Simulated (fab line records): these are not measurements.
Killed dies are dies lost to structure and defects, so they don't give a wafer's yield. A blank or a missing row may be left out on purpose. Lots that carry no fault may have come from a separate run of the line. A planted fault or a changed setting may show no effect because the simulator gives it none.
A struck lot beside a sound one / flow rit_cmos / 16 out of 202 route steps
Sound: these wafers, L664.1, L664.2, L664.6. Struck: wafers L674.1, L674.2, L674.4. At the end, the cause is stated.
For every step that has rows: the tool of each side, followed by ch and its chambers, followed by its first start. Under that, the readings that differ: sound wafers / struck wafers / difference of the means / sigmas: that difference in standard deviations of wafers without a fault.
alike: words and numbers the same on both sides, and readings whose means are apart by under 2 such deviations; not compared: readings that were withheld, readings missing a value for some wafer, numbers with overlapping values and no deviation given by the record, and bounds like >300 which may hide the same value.
The two part at a step that has a row with sigmas, a row that says differs or no value, or rows on one side only. When numbers do not overlap yet have no deviation, they are printed without sigmas and do not part them. Lack of a reading on every wafer of one side parts them only where that side has two or more wafers.

first, 4 steps without rows for these wafers: RIT_PLDD_SOFTBAKE_02 (time 60 s); RIT_PLDD_EXPOSE_03 (exposes mask M8, target cd 40900 nm); RIT_PLDD_PEB_04; RIT_PLDD_DEVELOP_05 (develop time 50 s).
RIT_PLDD_OVL_MEAS_06:
  struck on overlay-02, day 5 03:10; sound on overlay-01, day 3 06:43
  alike: PLDD_OVL
then, 2 steps without rows for these wafers: RIT_PLDD_HARDBAKE_07 (time 60 s); RIT_PLDD_IMPLANT_08.
RIT_PLDD_STRIP_09: strips in O2, time 180 s.
  sound on plasma_asher-04 ch 0,1, day 3 07:02; struck on plasma_asher-01 ch 0,1, day 5 03:31
  alike: drypump_motor_current_A
  not compared: rf_hours_counter_h
RIT_PLDD_TW_MEAS_10:
  struck on film_metro-03, day 5 03:41; sound on film_metro-03, day 3 07:13
  alike: PLDD_TW
then, 3 steps without rows for these wafers: RIT_SPACER_CLEAN_00 (cleans in SC1, time 600 s); RIT_SPACER_CLEAN_01 (cleans in dHF, time 30 s); RIT_SPACER_CLEAN_02 (cleans in SC2, time 600 s).
RIT_SPACER_CVD_03: deposits Si3N4 from SiH2Cl2/NH3, target thk 250 nm, time 3300 s.
  sound on lpcvd-01 ch 0, day 3 07:40; struck on lpcvd-01 ch 1, day 5 04:08
reading=spike_tc_centre_C (C); sound=811.2 811.3 812.1; struck=829.9 829.9 830.7; difference=+18.6; sigmas=+16
reading=spike_tc_load_C (C); sound=837.0 836.4 837.0; struck=850.0 849.2 850.8; difference=+13.2; sigmas=+7
reading=spike_tc_source_C (C); sound=829.8 829.4 830.1; struck=851.2 853.2 850.8; difference=+22.0; sigmas=+8
reading=susceptor_temp_C (C); sound=810.4 810.5 810.1; struck=825.7 825.8 825.5; difference=+15.3; sigmas=+40
reading=model.Si3N4_of_SPACER_CVD_03.thk_nm (nm); sound=250.6 250.2 253.8; struck=331.3 329.1 330.1; difference=+78.6; sigmas=
RIT_SPACER_THK_MEAS_04:
  struck on film_metro-04, day 5 06:04; sound on film_metro-03, day 3 09:34
reading=SPACER_NITRIDE_THK (nm); sound=250.6 250.2 253.5; struck=331.2 329.5 330.2; difference=+78.9; sigmas=+38
RIT_SPACER_ETCHBACK_05: etches Si3N4 in SF6/CHF3, stops on SiO2, target depth 250 nm, time 240 s.
  sound on rie_diel-04 ch 1,3, day 3 09:38; struck on rie_diel-04 ch 0,1,2, day 5 06:07
reading=oes_product_au (a.u.); sound=0.841 0.839 0.856; struck=1.014 0.998 1.021; difference=+0.166; sigmas=+12
reading=model.Si3N4_of_SPACER_CVD_03.thk_nm (nm); sound=193.6 194.9 196.1; struck=259 259.5 254.2; difference=+63; sigmas=
reading=model.etch.depth_nm (nm); sound=250.6 250.2 253.8; struck=315.4 305.6 330.1; difference=+65.5; sigmas=
  alike: drypump_motor_current_A, rf_fwd_power_W, throttle_valve_pct
  not compared: rf_hours_counter_h
then, 1 step without rows for these wafers: RIT_NSD_HMDS_00 (prime time 60 s).

## WHERE THEY PART
At RIT_SPACER_CVD_03 first; at RIT_SPACER_ETCHBACK_05 last (within this record only).

WHY: the cause the simulator had injected
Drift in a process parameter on lpcvd-01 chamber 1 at RIT_SPACER_CVD_03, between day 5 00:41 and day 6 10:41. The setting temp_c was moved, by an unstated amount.
